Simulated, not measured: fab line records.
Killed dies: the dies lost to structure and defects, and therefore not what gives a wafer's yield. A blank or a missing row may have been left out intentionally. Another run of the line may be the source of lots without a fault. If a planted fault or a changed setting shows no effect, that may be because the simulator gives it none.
Which tool was responsible? || flow berkeley_cmos170 || 14 lots, 42 wafers sampled, at 3 steps of a route of 331

## WHAT THE GAUGES SHOWED, per wafer
UCB170_M1_RS_MEAS_01: uses a four-point probe to measure.
{"lot": "L425", "measured": "day 8 01:23", "on": "film_metro-03", "M1_AL_RS (ohm/sq)": "0.0487 0.0485 0.0483"}
{"lot": "L422", "measured": "day 8 02:53", "on": "film_metro-01", "M1_AL_RS (ohm/sq)": "0.0485 0.0490 0.0484"}
{"lot": "L421", "measured": "day 8 03:17", "on": "film_metro-04", "M1_AL_RS (ohm/sq)": "0.0482 0.0484 0.0488"}
{"lot": "L423", "measured": "day 8 08:47", "on": "film_metro-03", "M1_AL_RS (ohm/sq)": "0.0481 0.0482 0.0484"}
{"lot": "L424", "measured": "day 8 08:46", "on": "film_metro-04", "M1_AL_RS (ohm/sq)": "0.0489 0.0484 0.0485"}
{"lot": "L429", "measured": "day 9 11:14", "on": "film_metro-04", "M1_AL_RS (ohm/sq)": "0.0434 0.0436 0.0435"}
{"lot": "L434", "measured": "day 10 12:17", "on": "film_metro-01", "M1_AL_RS (ohm/sq)": "0.0489 0.0491 0.0487"}
{"lot": "L435", "measured": "day 10 14:43", "on": "film_metro-03", "M1_AL_RS (ohm/sq)": "0.0486 0.0484 0.0483"}
{"lot": "L433", "measured": "day 10 15:04", "on": "film_metro-04", "M1_AL_RS (ohm/sq)": "0.0444 0.0449 0.0443"}
{"lot": "L437", "measured": "day 10 19:52", "on": "film_metro-03", "M1_AL_RS (ohm/sq)": "0.0475 0.0481 0.0482"}
{"lot": "L439", "measured": "day 11 12:46", "on": "film_metro-03", "M1_AL_RS (ohm/sq)": "0.0490 0.0487 0.0485"}
{"lot": "L440", "measured": "day 11 13:42", "on": "film_metro-01", "M1_AL_RS (ohm/sq)": "0.0483 0.0487 0.0486"}
{"lot": "L442", "measured": "day 12 01:11", "on": "film_metro-03", "M1_AL_RS (ohm/sq)": "0.0489 0.0486 0.0485"}
{"lot": "L444", "measured": "day 12 13:17", "on": "film_metro-03", "M1_AL_RS (ohm/sq)": "0.0480 0.0478 0.0479"}

UCB170_M1_THK_MEAS_02: measures by xrf.
{"lot": "L425", "measured": "day 8 01:29", "on": "film_metro-03", "M1_AL_THK (nm)": "602 604 609"}
{"lot": "L422", "measured": "day 8 02:59", "on": "film_metro-01", "M1_AL_THK (nm)": "617 610 619"}
{"lot": "L421", "measured": "day 8 03:23", "on": "film_metro-04", "M1_AL_THK (nm)": "601 598 598"}
{"lot": "L423", "measured": "day 8 08:54", "on": "film_metro-03", "M1_AL_THK (nm)": "608 604 606"}
{"lot": "L424", "measured": "day 8 08:53", "on": "film_metro-04", "M1_AL_THK (nm)": "596 606 599"}
{"lot": "L429", "measured": "day 9 11:22", "on": "film_metro-04", "M1_AL_THK (nm)": "661 659 664"}
{"lot": "L434", "measured": "day 10 12:25", "on": "film_metro-01", "M1_AL_THK (nm)": "610 601 609"}
{"lot": "L435", "measured": "day 10 14:49", "on": "film_metro-03", "M1_AL_THK (nm)": "604 604 606"}
{"lot": "L433", "measured": "day 10 15:11", "on": "film_metro-04", "M1_AL_THK (nm)": "647 639 643"}
{"lot": "L437", "measured": "day 10 19:59", "on": "film_metro-03", "M1_AL_THK (nm)": "615 606 604"}
{"lot": "L439", "measured": "day 11 12:53", "on": "film_metro-03", "M1_AL_THK (nm)": "598 602 607"}
{"lot": "L440", "measured": "day 11 13:49", "on": "film_metro-01", "M1_AL_THK (nm)": "617 612 614"}
{"lot": "L442", "measured": "day 12 01:18", "on": "film_metro-03", "M1_AL_THK (nm)": "604 609 609"}
{"lot": "L444", "measured": "day 12 13:25", "on": "film_metro-03", "M1_AL_THK (nm)": "617 617 616"}

## TOOL THAT RAN EACH LOT (tool first, then ch and the chambers of the sampled wafers, then the start)
{"lot": "L425", "UCB170_M1_SPUTTER_00": "pvd_sputter-04, day 8 01:16"}
{"lot": "L422", "UCB170_M1_SPUTTER_00": "pvd_sputter-01, day 8 02:48"}
{"lot": "L421", "UCB170_M1_SPUTTER_00": "pvd_sputter-03, day 8 03:12"}
{"lot": "L423", "UCB170_M1_SPUTTER_00": "pvd_sputter-03, day 8 08:43"}
{"lot": "L424", "UCB170_M1_SPUTTER_00": "pvd_sputter-01, day 8 08:43"}
{"lot": "L429", "UCB170_M1_SPUTTER_00": "pvd_sputter-01, day 9 11:11"}
{"lot": "L434", "UCB170_M1_SPUTTER_00": "pvd_sputter-03, day 10 12:14"}
{"lot": "L435", "UCB170_M1_SPUTTER_00": "pvd_sputter-03, day 10 14:37"}
{"lot": "L433", "UCB170_M1_SPUTTER_00": "pvd_sputter-01, day 10 15:00"}
{"lot": "L437", "UCB170_M1_SPUTTER_00": "pvd_sputter-04, day 10 19:49"}
{"lot": "L439", "UCB170_M1_SPUTTER_00": "pvd_sputter-04, day 11 12:43"}
{"lot": "L440", "UCB170_M1_SPUTTER_00": "pvd_sputter-03, day 11 13:38"}
{"lot": "L442", "UCB170_M1_SPUTTER_00": "pvd_sputter-03, day 12 01:07"}
{"lot": "L444", "UCB170_M1_SPUTTER_00": "pvd_sputter-04, day 12 13:14"}
- UCB170_M1_SPUTTER_00: material Al, target thk 600 nm, time 80 s.

## WHAT THE TOOLS THEMSELVES READ (means of the sampled wafers that have a number; where no wafer has one, the mark that the record gives instead)
UCB170_M1_SPUTTER_00.
{"lot": "L425", "tool": "pvd_sputter-04", "chamber_pressure_pa (Pa)": 0.5004, "throttle_valve_pct (%)": 30.4}
{"lot": "L422", "tool": "pvd_sputter-01", "chamber_pressure_pa (Pa)": 0.5000, "throttle_valve_pct (%)": 28.9}
{"lot": "L421", "tool": "pvd_sputter-03", "chamber_pressure_pa (Pa)": 0.5003, "throttle_valve_pct (%)": 30.6}
{"lot": "L423", "tool": "pvd_sputter-03", "chamber_pressure_pa (Pa)": 0.4994, "throttle_valve_pct (%)": 30.3}
{"lot": "L424", "tool": "pvd_sputter-01", "chamber_pressure_pa (Pa)": 0.4992, "throttle_valve_pct (%)": 30.1}
{"lot": "L429", "tool": "pvd_sputter-01", "chamber_pressure_pa (Pa)": 0.3718, "throttle_valve_pct (%)": 33.3}
{"lot": "L434", "tool": "pvd_sputter-03", "chamber_pressure_pa (Pa)": 0.4997, "throttle_valve_pct (%)": 29.1}
{"lot": "L435", "tool": "pvd_sputter-03", "chamber_pressure_pa (Pa)": 0.5011, "throttle_valve_pct (%)": 31.3}
{"lot": "L433", "tool": "pvd_sputter-01", "chamber_pressure_pa (Pa)": 0.3725, "throttle_valve_pct (%)": 34.5}
{"lot": "L437", "tool": "pvd_sputter-04", "chamber_pressure_pa (Pa)": 0.5007, "throttle_valve_pct (%)": 28.5}
{"lot": "L439", "tool": "pvd_sputter-04", "chamber_pressure_pa (Pa)": 0.4999, "throttle_valve_pct (%)": 29.8}
{"lot": "L440", "tool": "pvd_sputter-03", "chamber_pressure_pa (Pa)": 0.4994, "throttle_valve_pct (%)": 29.2}
{"lot": "L442", "tool": "pvd_sputter-03", "chamber_pressure_pa (Pa)": 0.4988, "throttle_valve_pct (%)": 30.1}
{"lot": "L444", "tool": "pvd_sputter-04", "chamber_pressure_pa (Pa)": 0.4995, "throttle_valve_pct (%)": 30.6}

## THE ANSWER, worked out from the rows above alone
Rule: the usual values come from the lots themselves. The widest of any qualifying gaps counts: lots, ordered by their means at a reading, are off when they make up no more than a third of the lots, leave a main group of 4 or more, and stand apart from it by 3 or more times the standard deviation of that group's means. A main group is skipped when, at the precision printed for the reading in the tables above, its means are all equal. Also off: a lot with no number at a reading for which 4 or more lots have one. All remaining lots with rows at the step are treated as sound. After the gauges, taken in route order, come the tools' own readings; for these a lot's mean is taken, as printed above. At the first step where some lot is off, the reading lying furthest off is the one used; lots without a number count as furthest.
Off: L429, L433, at UCB170_M1_RS_MEAS_01 (M1_AL_RS). For the main group the mean is 0.0485 ohm/sq and the standard deviation 0.00029.
If a tool, at a process step before that reading, ran all the lots that are off and no sound lot after the first of them, it fits. The gauges at UCB170_M1_RS_MEAS_01 aren't tried: what is off there is off at UCB170_M1_SPUTTER_00 too, on other tools, and a gauge's error can't cause that. One fits: UCB170_M1_SPUTTER_00 on pvd_sputter-01. Its last sound lot is L424 (day 8 08:43), its first lot that is off L429 (day 9 11:11): a fault that began between those two fits.
The tool's own readings at UCB170_M1_SPUTTER_00 bear it out: on the lots that are off they differ by more than 5 times the standard deviation of the sound lots' means. chamber_pressure_pa reads 0.3721 Pa there against 0.4999 Pa on the sound lots; throttle_valve_pct reads 33.9 % there against 29.9 % on the sound lots.

## WHAT THE SIMULATOR PUT IN
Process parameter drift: pvd_sputter-01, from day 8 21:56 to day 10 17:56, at UCB170_M1_SPUTTER_00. Setting chamber_pressure_pa shifted by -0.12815 from 0.5. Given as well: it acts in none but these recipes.
Struck lots among those shown: L429, L433. The rule above found the same.
